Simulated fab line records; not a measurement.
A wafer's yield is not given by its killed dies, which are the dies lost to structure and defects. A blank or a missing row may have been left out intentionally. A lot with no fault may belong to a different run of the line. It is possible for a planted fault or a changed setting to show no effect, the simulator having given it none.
Struck lot and sound lot, side by side -- flow rit cmos -- 17 out of 202 route steps
Sound: these wafers, L951.1, L951.2, L951.5. The struck wafers were L947.1, L947.5, L947.6. Last of all comes the cause.
For every step that has rows: the tool of each side, followed by ch and its chambers, followed by its first start. Under that, the readings that differ: sound wafers -- struck wafers -- difference of the means -- sigmas: that difference in standard deviations of wafers without a fault.
alike: words and numbers the same on both sides, and readings whose means are apart by under 2 such deviations; not compared: readings that were withheld, readings missing a value for some wafer, numbers with overlapping values and no deviation given by the record, and bounds like >300 which may hide the same value.
Wherever a step has rows on one side only, a row that says differs or no value, or a row with sigmas, the two part there. Numbers that don't overlap but have no deviation are shown without sigmas and don't part them. Lack of a reading on every wafer of one side parts them only where that side has two or more wafers.

first, 1 step without rows for these wafers: RIT_PSD_IMPLANT_08.
RIT_PSD_STRIP_09: strips in O2, time 180 s.
  sound on plasma asher-01 ch 0,1, day 6 11:49; struck on plasma asher-01 ch 0,1, day 5 11:16
  alike: drypump motor current A
  not compared: rf hours counter h
RIT_PSD_TW_MEAS_10:
  sound on film metro-02, day 6 11:59; struck on film metro-03, day 5 11:26
  alike: PSD_TW
then, 3 steps without rows for these wafers: RIT_SDANNEAL_CLEAN_00 (cleans in SC1, time 608.5 s); RIT_SDANNEAL_CLEAN_01 (cleans in dHF, time 30 s); RIT_SDANNEAL_CLEAN_02 (cleans in SC2, time 600 s).
RIT_SDANNEAL_RTA_03: time 5 s.
  sound on rtp anneal-01 ch 0, day 6 12:26; struck on rtp anneal-01 ch 0, day 5 11:54
  alike: wafer_temp_C_max
RIT_SDANNEAL_RS_MEAS_04: the measuring method here is four-point-probe.
  sound on film metro-02, day 6 12:30; struck on film metro-04, day 5 11:58
  alike: PSD_RS
RIT_SDANNEAL_RS_MEAS_05: the measuring method here is four-point-probe.
  sound on film metro-02, day 6 12:37; struck on film metro-04, day 5 12:05
  alike: NSD_RS
RIT_SDANNEAL_RS_MEAS_06: the measuring method here is four-point-probe.
  sound on film metro-02, day 6 12:44; struck on film metro-04, day 5 12:12
  alike: PLDD_RS
RIT_SDANNEAL_RS_MEAS_07: the measuring method here is four-point-probe.
  sound on film metro-02, day 6 12:52; struck on film metro-04, day 5 12:19
  alike: NLDD_RS
then, 1 step without rows for these wafers: RIT_SILICIDE_WET_ETCH_00 (etches SiO2 in BOE, target depth 14 nm, time 15 s).
RIT_SILICIDE_SPUTTER_01: material Ti, target thk 30 nm, time 240 s.
  sound on pvd sputter-03, day 6 12:59; struck on pvd sputter-02, day 5 12:27
  no value came back on the struck wafers for cathode dc power W (W), chamber pressure pa (Pa), throttle valve pct (%); on the sound wafers cathode dc power W (W) reads 338.17 338.07 338.10
RIT_SILICIDE_RS_MEAS_02: the measuring method here is four-point-probe.
  sound on film metro-04, day 6 13:10; struck on film metro-01, day 5 12:36
reading,sound,struck,difference,sigmas
SILICIDE_TI_RS (ohm/sq),49.9 48.8 49.4,- - -,no value on the struck wafers,
RIT_SILICIDE_THK_MEAS_03: measures by xrf.
  sound on film metro-04, day 6 13:17; struck on film metro-01, day 5 12:43
reading,sound,struck,difference,sigmas
SILICIDE_TI_THK (nm),28.9 29.7 29.3,<0.0 <0.0 <0.0,differs,
RIT_SILICIDE_RTA_04: time 10 s, ramp up 5 s, ramp down 5 s.
  sound on rtp anneal-02 ch 0, day 6 13:20; struck on rtp anneal-02 ch 0, day 5 12:47
  alike: wafer_temp_C_max
RIT_M1_PROBE_99:
  sound on prober-02, day 6 19:57; struck on prober-02, day 5 19:13
reading,sound,struck,difference,sigmas
killed at front end,6 5 7,264 264 264,+258,+89
killed dies,6 5 7,264 264 264,+258,+89
killed on rim,2 1 0,70 70 70,+69,+49
  alike: killed open, killed short

WHERE THEY PART
Last at RIT_M1_PROBE_99 as far as this record goes, first at RIT_SILICIDE_SPUTTER_01.

WHY: what had been put in by the simulator
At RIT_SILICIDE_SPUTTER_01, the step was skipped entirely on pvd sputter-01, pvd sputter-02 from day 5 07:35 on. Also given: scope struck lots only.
